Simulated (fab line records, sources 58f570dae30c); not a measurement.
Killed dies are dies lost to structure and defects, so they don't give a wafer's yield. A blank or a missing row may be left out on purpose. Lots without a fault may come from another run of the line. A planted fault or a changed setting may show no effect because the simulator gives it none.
Which tool did it? | flow berkeley_cmos170 | 14 lots, 42 wafers sampled, at 4 steps of a route of 331

WHAT THE GAUGES READ, wafer by wafer
UCB170_START_THK_MEAS_03. Usual: START_OXIDE_THK 20.1 nm, standard deviation 0.4.
lot  | measured    | on            | START_OXIDE_THK (nm) | flag
L414 | day 1 16:32 | film_metro-04 | 20.2 19.9 20.0       |
L415 | day 1 20:57 | film_metro-04 | 19.4 19.7 19.3       |
L417 | day 2 03:15 | film_metro-02 | 20.0 20.0 19.7       |
L416 | day 2 03:16 | film_metro-04 | 20.3 20.3 20.4       |
L425 | day 3 20:28 | film_metro-04 | 19.9 19.7 19.9       |
L426 | day 4 02:14 | film_metro-01 | 20.0 19.8 19.6       |
L427 | day 4 06:02 | film_metro-02 | 20.1 20.1 20.2       |
L428 | day 4 13:26 | film_metro-02 | 19.6 19.4 19.7       |
L429 | day 4 16:28 | film_metro-02 | 19.6 20.0 19.9       |
L430 | day 5 01:23 | film_metro-01 | 20.5 20.8 20.7       |
L431 | day 5 01:23 | film_metro-04 | 20.6 20.7 20.4       |
L432 | day 5 08:35 | film_metro-04 | 20.2 20.1 20.3       |
L436 | day 6 06:25 | film_metro-01 | 20.4 20.3 20.2       |
L437 | day 6 10:38 | film_metro-04 | 19.8 20.1 19.6       |

UCB170_NWELL_THK_MEAS_02. Usual: NWELL_OXIDE_THK 26.2 nm, standard deviation 0.49.
lot  | measured    | on            | NWELL_OXIDE_THK (nm) | flag
L414 | day 2 04:49 | film_metro-01 | 25.6 26.0 26.0       |
L415 | day 2 04:49 | film_metro-02 | 25.8 25.8 25.8       |
L417 | day 2 11:35 | film_metro-03 | 27.0 26.9 26.6       |
L416 | day 2 11:36 | film_metro-02 | 26.5 26.2 25.8       |
L425 | day 4 06:23 | film_metro-03 | 25.7 26.2 26.2       |
L426 | day 4 10:46 | film_metro-02 | 25.8 25.7 25.4       |
L427 | day 4 17:07 | film_metro-03 | 25.5 25.7 25.7       |
L428 | day 4 23:32 | film_metro-03 | 26.3 26.4 26.4       |
L429 | day 5 02:45 | film_metro-01 | 26.8 26.5 26.9       |
L430 | day 5 11:58 | film_metro-03 | 26.7 26.9 26.7       |
L431 | day 5 11:58 | film_metro-01 | 26.4 26.2 26.3       |
L432 | day 5 17:07 | film_metro-03 | 26.1 26.8 26.8       |
L436 | day 6 20:10 | film_metro-03 | 25.5 25.9 25.7       |
L437 | day 6 20:10 | film_metro-01 | 25.7 25.2 25.0       |

UCB170_ACTIVE_THK_MEAS_06. Usual: ACTIVE_NITRIDE_THK 221.0 nm, standard deviation 2.4.
lot  | measured    | on            | ACTIVE_NITRIDE_THK (nm) | flag
L414 | day 4 01:03 | film_metro-01 | 220.5 221.9 221.5       |
L415 | day 4 03:08 | film_metro-01 | 439.2 436.8 434.2       | OFF
L417 | day 4 12:12 | film_metro-04 | 220.2 220.5 223.1       |
L416 | day 4 14:31 | film_metro-01 | 440.0 441.0 441.0       | OFF
L425 | day 6 11:43 | film_metro-01 | 222.9 221.9 220.5       |
L426 | day 6 19:23 | film_metro-04 | 216.5 217.8 216.9       |
L427 | day 6 19:23 | film_metro-01 | 222.9 221.2 222.7       |
L428 | day 7 10:10 | film_metro-02 | 223.3 223.1 224.7       |
L429 | day 7 10:11 | film_metro-01 | 221.2 222.2 221.0       |
L430 | day 7 19:44 | film_metro-02 | 223.0 224.0 225.7       |
L431 | day 7 19:44 | film_metro-01 | 224.7 223.1 225.2       |
L432 | day 8 12:47 | film_metro-04 | 223.3 221.6 221.8       |
L436 | day 9 03:35 | film_metro-01 | 220.7 222.8 219.7       |
L437 | day 9 03:32 | film_metro-02 | 223.7 224.5 223.0       |

WHICH TOOL RAN EACH LOT (tool, then ch and the chambers of the sampled wafers, then the start)
lot  | UCB170_ACTIVE_CVD_05
L414 | lpcvd-01 ch 1, day 3 23:08
L415 | lpcvd-01 ch 0, day 3 23:08
L417 | lpcvd-01 ch 1, day 4 10:17
L416 | lpcvd-01 ch 0, day 4 10:17 and lpcvd-02 ch 0, day 4 12:34
L425 | lpcvd-02 ch 1, day 6 09:47
L426 | lpcvd-01 ch 0, day 6 17:28
L427 | lpcvd-01 ch 0, day 6 17:28
L428 | lpcvd-02 ch 0, day 7 08:14
L429 | lpcvd-02 ch 1, day 7 08:14
L430 | lpcvd-02 ch 0, day 7 17:49
L431 | lpcvd-02 ch 0, day 7 17:49
L432 | lpcvd-01 ch 1, day 8 10:52
L436 | lpcvd-02 ch 1, day 9 01:37
L437 | lpcvd-02 ch 1, day 9 01:37
- UCB170_ACTIVE_CVD_05: deposits Si3N4 from SiH2Cl2/NH3, target thk 220 nm, time 3300 s.

WHAT THE TOOLS THEMSELVES READ (means of the sampled wafers that have a number; where no wafer has one, the mark that the record gives instead)
UCB170_ACTIVE_CVD_05. Usual: pressure_mtorr 200.0 mTorr, standard deviation 0.42; sih2cl2_flow_sccm 25.00 sccm, standard deviation 0.081; susceptor_temp_C 799.9 C, standard deviation 0.35.
lot  | tool              | pressure_mtorr (mTorr) | sih2cl2_flow_sccm (sccm) | susceptor_temp_C (C) | flag
L414 | lpcvd-01          | 200.4                  | 24.99                    | 800.3                |
L415 | lpcvd-01          | 199.6                  | 24.99                    | 800.0                |
L417 | lpcvd-01          | 199.9                  | 24.99                    | 799.6                |
L416 | lpcvd-01/lpcvd-02 | 200.2                  | 24.95                    | 800.0                |
L425 | lpcvd-02          | 199.7                  | 24.86                    | 799.4                |
L426 | lpcvd-01          | 199.7                  | 25.00                    | 799.8                |
L427 | lpcvd-01          | 199.6                  | 25.03                    | 799.4                |
L428 | lpcvd-02          | 200.4                  | 24.98                    | 800.0                |
L429 | lpcvd-02          | 200.1                  | 25.07                    | 799.9                |
L430 | lpcvd-02          | 200.1                  | 25.00                    | 799.9                |
L431 | lpcvd-02          | 200.2                  | 25.02                    | 800.1                |
L432 | lpcvd-01          | 200.3                  | 25.10                    | 800.0                |
L436 | lpcvd-02          | 200.1                  | 25.05                    | 799.8                |
L437 | lpcvd-02          | 200.4                  | 24.98                    | 799.5                |

THE ANSWER, worked out from the rows above alone
Rule: a lot is off if the mean of its wafers that have a number lies more than 3 standard deviations from the usual mean. A lot without any number at a reading at which 4 lots or more have one is off too. The other lots that the step has rows for count as sound. The gauges are gone through in route order, then the tools' own readings, and for those a lot's mean is taken as printed above. The first step at which some lot is off is used, and at that step the reading that is off furthest; a lot without a number counts as furthest.
Off: L415, L416, at UCB170_ACTIVE_THK_MEAS_06 (ACTIVE_NITRIDE_THK).
A tool fits if, at a process step before that reading, it ran every lot that is off, and no sound lot after the first of them. The gauges at UCB170_ACTIVE_THK_MEAS_06 are tried like those tools. None of those tried fits.

WHAT THE SIMULATOR HAD PUT IN
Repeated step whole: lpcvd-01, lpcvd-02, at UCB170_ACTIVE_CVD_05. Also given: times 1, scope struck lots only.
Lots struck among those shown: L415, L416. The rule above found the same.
